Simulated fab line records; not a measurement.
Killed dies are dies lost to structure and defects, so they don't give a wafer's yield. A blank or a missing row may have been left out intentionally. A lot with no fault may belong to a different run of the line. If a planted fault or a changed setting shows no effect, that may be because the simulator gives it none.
A struck lot beside a sound one    flow berkeley_cmos170    43 out of 331 route steps
Sound: the wafers L538.2, L538.3, L538.4. Wafers struck: L547.1, L547.4, L547.6. The cause is given at the end.
Per side, at each step with rows, come the tool, then ch with its chambers, and then its first start. Under that, the readings that differ: sound wafers    struck wafers    difference of the means    sigmas: that difference in standard deviations of wafers without a fault.
alike: a reading whose means differ by less than 2 such deviations, as well as words and numbers matching on both sides. not compared: withheld readings; readings where some wafer has no value; bounds like >300 that might hide an equal value; numbers whose values overlap and for which the record gives no deviation.
A row with sigmas, a row that says differs or no value, or rows on one side alone: a step with any of these is where the two part. Non-overlapping numbers with no deviation appear without sigmas and do not part them. Lack of a reading on every wafer of one side parts them only where that side has two or more wafers.

first, 2 steps without rows for these wafers: UCB170_SCREENOX_WET_ETCH_00 (etches SiO2 in dHF, time 200 s); UCB170_SCREENOX_OXIDATION_01 (target thk 14.4 nm, ox time 2400 s).
UCB170_SCREENOX_THK_MEAS_02:
  sound on film_metro-03, day 6 08:43; struck on film_metro-01, day 7 21:47
  alike: SCREENOX_OXIDE_THK
then, 3 steps without rows for these wafers: UCB170_SCREENOX_ANNEAL_03 (time 900 s); UCB170_NVT_HMDS_00 (prime time 60 s); UCB170_NVT_COAT_01 (resist thk 900 nm).
UCB170_NVT_SOFTBAKE_02: time 61.17 s.
  sound on litho_track-04 ch 0, day 6 14:02; struck on litho_track-01 ch 0, day 8 03:37
  alike: plate_sensor_t_centre_C, plate_sensor_t_edge_C
then, 3 steps without rows for these wafers: UCB170_NVT_EXPOSE_03 (exposes mask PWELL, target cd 3000 nm); UCB170_NVT_PEB_04; UCB170_NVT_DEVELOP_05 (develop time 45 s).
UCB170_NVT_OVL_MEAS_06:
  sound on overlay-01, day 6 15:10; struck on overlay-02, day 8 04:26
  alike: NVT_OVL
then, 1 step without rows for these wafers: UCB170_NVT_IMPLANT_07.
UCB170_NVT_STRIP_08: strips in O2.
  sound on plasma_asher-03 ch 0,1, day 6 15:21; struck on plasma_asher-04 ch 0,1, day 8 04:37
  alike: drypump_motor_current_A, oes_product_au, strip_time_to_endpoint_s
  not compared: rf_hours_counter_h
UCB170_NVT_TW_MEAS_09:
  sound on film_metro-02, day 6 15:28; struck on film_metro-03, day 8 04:43
  alike: NVT_TW
then, 7 steps without rows for these wafers: UCB170_NVT_CLEAN_10 (cleans in SPM, time 600 s); UCB170_PVT_HMDS_00 (prime time 60 s); UCB170_PVT_COAT_01 (resist thk 900 nm); UCB170_PVT_SOFTBAKE_02 (time 60 s); UCB170_PVT_EXPOSE_03 (exposes mask NWELL, target cd 3000 nm); UCB170_PVT_PEB_04; UCB170_PVT_DEVELOP_05 (develop time 45 s).
UCB170_PVT_OVL_MEAS_06:
  sound on overlay-01, day 6 19:35; struck on overlay-01, day 8 06:38
reading       sound    struck    difference  sigmas
PVT_OVL (nm)  11 9 10  -4 -2 -8  -15         -3
then, 1 step without rows for these wafers: UCB170_PVT_IMPLANT_07.
UCB170_PVT_STRIP_08: strips in O2.
  sound on plasma_asher-03 ch 0,1, day 6 19:46; struck on plasma_asher-02 ch 0,1, day 8 06:49
  alike: drypump_motor_current_A, oes_product_au, strip_time_to_endpoint_s
  not compared: rf_hours_counter_h
UCB170_PVT_TW_MEAS_09:
  sound on film_metro-04, day 6 19:53; struck on film_metro-04, day 8 06:55
  alike: PVT_TW
then, 1 step without rows for these wafers: UCB170_GATE_WET_ETCH_00 (etches SiO2 in dHF, time 200 s).
UCB170_FIELD_THK_MEAS_91:
  sound on film_metro-04, day 6 20:02; struck on film_metro-04, day 8 07:02
  alike: FIELD_OXIDE_LEFT_2_THK
then, 1 step without rows for these wafers: UCB170_GATE_OXIDATION_01 (target thk 6.6 nm, ox time 1800 s).
UCB170_GATE_THK_MEAS_02:
  sound on film_metro-04, day 7 01:01; struck on film_metro-02, day 8 12:41
  alike: GATE_OXIDE_THK
then, 2 steps without rows for these wafers: UCB170_GATE_ANNEAL_03 (time 1800 s); UCB170_GATE_CVD_04 (deposits poly-Si from SiH4, time 1440 s, target thk 214 nm).
UCB170_GATE_THK_MEAS_05:
  sound on film_metro-02, day 7 08:26; struck on film_metro-04, day 8 19:43
  alike: GATE_POLY_THK
then, 6 steps without rows for these wafers: UCB170_GATE_COAT_06; UCB170_GATE_COAT_07 (resist thk 900 nm); UCB170_GATE_SOFTBAKE_08 (time 60 s); UCB170_GATE_EXPOSE_09 (exposes mask POLY, target cd 350 nm); UCB170_GATE_PEB_10; UCB170_GATE_DEVELOP_11 (develop time 45 s).
UCB170_GATE_CD_MEAS_12: target cd 350 nm.
  sound on cd_sem-02, day 7 09:38; struck on cd_sem-02, day 8 21:27
  alike: cd_nm
UCB170_GATE_OVL_MEAS_13:
  sound on overlay-02, day 7 09:44; struck on overlay-02, day 8 21:34
  alike: GATE_OVL
UCB170_GATE_ETCH_14: etches BARC in N2/H2.
  sound on rie_diel-03 ch 0,2,3, day 7 09:46; struck on rie_diel-02 ch 0,1,3, day 8 21:37
  alike: drypump_motor_current_A, oes_product_au, throttle_valve_pct
UCB170_GATE_ETCH_15: etches poly-Si in HBr/Cl2, stops on SiO2, time 56.3 s, target depth 278.2 nm.
  sound on rie_si-02 ch 1,2,3, day 7 09:48; struck on rie_si-02 ch 0,1,2, day 8 21:39
  alike: drypump_motor_current_A, oes_product_au, throttle_valve_pct
  not compared: rf_hours_counter_h
UCB170_M3_PROBE_99:
  only the struck wafers here have rows in the record (prober-01, day 10 15:37); the sound ones have none

WHERE THEY PART
First at UCB170_PVT_OVL_MEAS_06; last, within this record, at UCB170_M3_PROBE_99.

WHY: what the simulator had put in
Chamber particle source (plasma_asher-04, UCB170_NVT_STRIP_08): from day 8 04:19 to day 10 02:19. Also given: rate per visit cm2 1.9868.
